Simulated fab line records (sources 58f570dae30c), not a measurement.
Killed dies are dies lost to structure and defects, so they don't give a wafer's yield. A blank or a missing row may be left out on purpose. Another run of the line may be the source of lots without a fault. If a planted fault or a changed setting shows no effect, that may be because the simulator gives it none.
8D (eight disciplines) problem report, filled in by code | flow berkeley_cmos170 | the parts of the form that need people (team, actions taken, sign-off) are left out

## 1. WHAT WENT WRONG
Wafers without a fault read 100.0 W, standard deviation 0.31; bias_w at UCB170_CONTACT_ETCH_17 reads a mean of 76.2 W on 6 wafers belonging to 2 lots. Relative to the usual mean, that is a shift of -77 standard deviations.
The step: etches BARC in N2/H2.
Seen first at day 9 14:07 on rie_diel-04, wafer L145.1. The record has a number at this step for 42 wafers belonging to 14 lots. Rule for "out" (also "out of limits"): further than 4 standard deviations from the usual mean. The rest of the wafers with a number are treated as sound.

## 2. WHAT THIS IS AND IS NOT
question                    | is                     | is not
which readings at this step | bias_w                 | drypump_motor_current_A, throttle_valve_pct
which lots                  | L144, L145             | L132, L133, L134, L136, L138, L146, L147, L148, L149, L151, L153, L155
which wafers of those lots  | all that have a number | -
read on which tools         | rie_diel-04            | rie_diel-02, rie_diel-03
when                        | from day 9 14:07       | up to then (15 sound wafers); but 21 sound wafers of L146, L147, L148, L149, L151, L153, L155 came after

## 3. THE SUSPECTS, EACH WITH WHAT RULES IT OUT
Counting: any tool at a process step up to the reading is kept as a suspect provided that every lot that is out went through it and no sound lot did after the first of them.
- rie_diel-04 at UCB170_CONTACT_ETCH_17 (etches BARC in N2/H2): kept. It ran every lot that is out, first L145 (day 9 14:07), and no sound lot after that; its last sound lot up to then is L133 (day 7 02:07). Out on those wafers are its own readings of bias_w.
The count leaves rie_diel-04 at UCB170_CONTACT_ETCH_17.

## 4. THE CAUSE (what the simulator had put in)
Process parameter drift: rie_diel-04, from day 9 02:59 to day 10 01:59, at UCB170_CONTACT_ETCH_17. A move of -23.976 in setting bias_w, from 100. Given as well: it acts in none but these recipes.
This tool alone remained once counting was done.

## 5. SEQUENCE OF EFFECTS, ordered by route
One row per reading whose mean, taken over the struck wafers that have a number, lies over 3 standard deviations from the usual. Scope: only readings with a usual standard deviation given in the record; hours: median across lots of the time from each lot's start at the first step in this table that gives one to its start at this step; sigmas: change in usual standard deviations.
hours | step                   | reading        | usual      | on struck wafers | change | sigmas
0     | UCB170_CONTACT_ETCH_17 | bias_w         | 100.0 W    | 76.2             | -23.8  | -77
0     | UCB170_CONTACT_ETCH_17 | oes_product_au | 0.997 a.u. | 0.907            | -0.090 | -4.3
The process steps in it:
- UCB170_CONTACT_ETCH_17: etches BARC in N2/H2.

## 6. WHAT WOULD HAVE CAUGHT IT SOONER
11 hours passed between the start of the fault at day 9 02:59 and the first reading out of limits in this record, taken at day 9 14:07.
